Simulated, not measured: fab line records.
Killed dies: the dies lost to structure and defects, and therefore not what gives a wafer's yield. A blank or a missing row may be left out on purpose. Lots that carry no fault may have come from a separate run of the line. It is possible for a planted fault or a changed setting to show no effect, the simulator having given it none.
Which tool was responsible? + flow rit-cmos + 14 lots with 42 wafers sampled at 2 steps, on a route of 202 steps

## WHAT EACH GAUGE READ, for each wafer
RIT_PRETRO_TW_MEAS_10.
| lot  | measured    | on            | PRETRO_TW         |
|------|-------------|---------------|-------------------|
| L373 | day 2 08:12 | film-metro-04 | 473.3 477.0 474.4 |
| L374 | day 2 14:35 | film-metro-01 | 476.2 475.1 474.5 |
| L375 | day 2 23:58 | film-metro-04 | 471.6 476.6 477.3 |
| L378 | day 3 17:05 | film-metro-04 | 474.0 474.1 470.0 |
| L379 | day 3 19:57 | film-metro-04 | 476.5 470.0 471.6 |
| L380 | day 4 01:14 | film-metro-01 | 477.9 480.1 475.9 |
| L381 | day 4 04:29 | film-metro-01 | 474.3 476.6 478.3 |
| L382 | day 4 09:28 | film-metro-03 | 483.6 479.4 482.6 |
| L383 | day 4 12:05 | film-metro-03 | 480.7 479.4 477.2 |
| L384 | day 4 17:08 | film-metro-04 | 473.3 474.9 474.9 |
| L387 | day 5 07:47 | film-metro-03 | 481.7 480.0       |
| L390 | day 5 21:41 | film-metro-01 | 474.3 477.0       |
| L395 | day 6 23:17 | film-metro-03 | 477.8 481.6 478.3 |
| L396 | day 7 06:01 | film-metro-04 | 479.0 474.2 477.3 |

## TOOL THAT RAN EACH LOT (tool first, then ch and the chambers of the sampled wafers, then the start)
| lot  | RIT_ACTIVE_ETCH_13                |
|------|-----------------------------------|
| L373 | rie-diel-01 ch 1,2, day 1 15:48   |
| L374 | rie-diel-04 ch 0,1,3, day 1 19:48 |
| L375 | rie-diel-01 ch 0,1,3, day 2 03:03 |
| L378 | rie-diel-02 ch 0,1,3, day 2 18:16 |
| L379 | rie-diel-02 ch 1,2, day 3 01:10   |
| L380 | rie-diel-01 ch 0,2,3, day 3 05:09 |
| L381 | rie-diel-04 ch 0,1,3, day 3 07:57 |
| L382 | rie-diel-01 ch 0,1,3, day 3 12:16 |
| L383 | rie-diel-02 ch 1,2, day 3 16:55   |
| L384 | rie-diel-04 ch 1,2,3, day 3 21:43 |
| L387 | rie-diel-01 ch 0,1,3, day 4 13:40 |
| L390 | rie-diel-01 ch 1,2,3, day 5 03:44 |
| L395 | rie-diel-04 ch 1,2, day 6 04:46   |
| L396 | rie-diel-04 ch 1,2,3, day 6 11:51 |
- RIT_ACTIVE_ETCH_13: etches Si3N4 in SF6, stops on SiO2, time 210 s, target depth 210 nm.

## WHAT THE TOOLS THEMSELVES READ (means of the sampled wafers that have a number; where no wafer has one, the mark that the record gives instead)
RIT_ACTIVE_ETCH_13.
| lot  | tool        | drypump-motor-current-A (A) | oes-product-au (a.u.) | throttle-valve-pct (%) |
|------|-------------|-----------------------------|-----------------------|------------------------|
| L373 | rie-diel-01 | 6.5                         | 0.833                 | 7.42                   |
| L374 | rie-diel-04 | 5.3                         | 0.822                 | 7.48                   |
| L375 | rie-diel-01 | 6.2                         | 0.816                 | 7.45                   |
| L378 | rie-diel-02 | 5.7                         | 0.815                 | 7.50                   |
| L379 | rie-diel-02 | 5.9                         | 0.820                 | 7.53                   |
| L380 | rie-diel-01 | 6.2                         | 0.826                 | 7.45                   |
| L381 | rie-diel-04 | 5.3                         | 0.814                 | 7.47                   |
| L382 | rie-diel-01 | 6.2                         | 0.821                 | 7.45                   |
| L383 | rie-diel-02 | 5.9                         | 0.803                 | 7.53                   |
| L384 | rie-diel-04 | 5.2                         | 0.827                 | 7.52                   |
| L387 | rie-diel-01 | 6.2                         | 0.794                 | 7.45                   |
| L390 | rie-diel-01 | 6.4                         | 0.793                 | 7.41                   |
| L395 | rie-diel-04 | 5.3                         | 0.826                 | 7.50                   |
| L396 | rie-diel-04 | 5.2                         | 0.826                 | 7.50                   |

## THE ANSWER, worked out from the rows above alone
Rule: what is usual is taken from the lots themselves. The widest of any qualifying gaps counts: lots, ordered by their means at a reading, are off when they make up no more than a third of the lots, leave a main group of 4 or more, and stand apart from it by 3 or more times the standard deviation of that group's means. A main group is skipped when, at the precision printed for the reading in the tables above, its means are all equal. A lot without any number at a reading at which 4 lots or more have one is off too. Where the step has rows for the other lots, those lots are counted as sound. Order of review: gauges by route order, followed by the tools' own readings, for which a lot's mean as printed above is used. The first step at which some lot is off is used, and at that step the reading that is off furthest; a lot without a number counts as furthest.
No lot is off on any of the readings shown, so nothing can be concluded from this.

## WHAT THE SIMULATOR PUT IN
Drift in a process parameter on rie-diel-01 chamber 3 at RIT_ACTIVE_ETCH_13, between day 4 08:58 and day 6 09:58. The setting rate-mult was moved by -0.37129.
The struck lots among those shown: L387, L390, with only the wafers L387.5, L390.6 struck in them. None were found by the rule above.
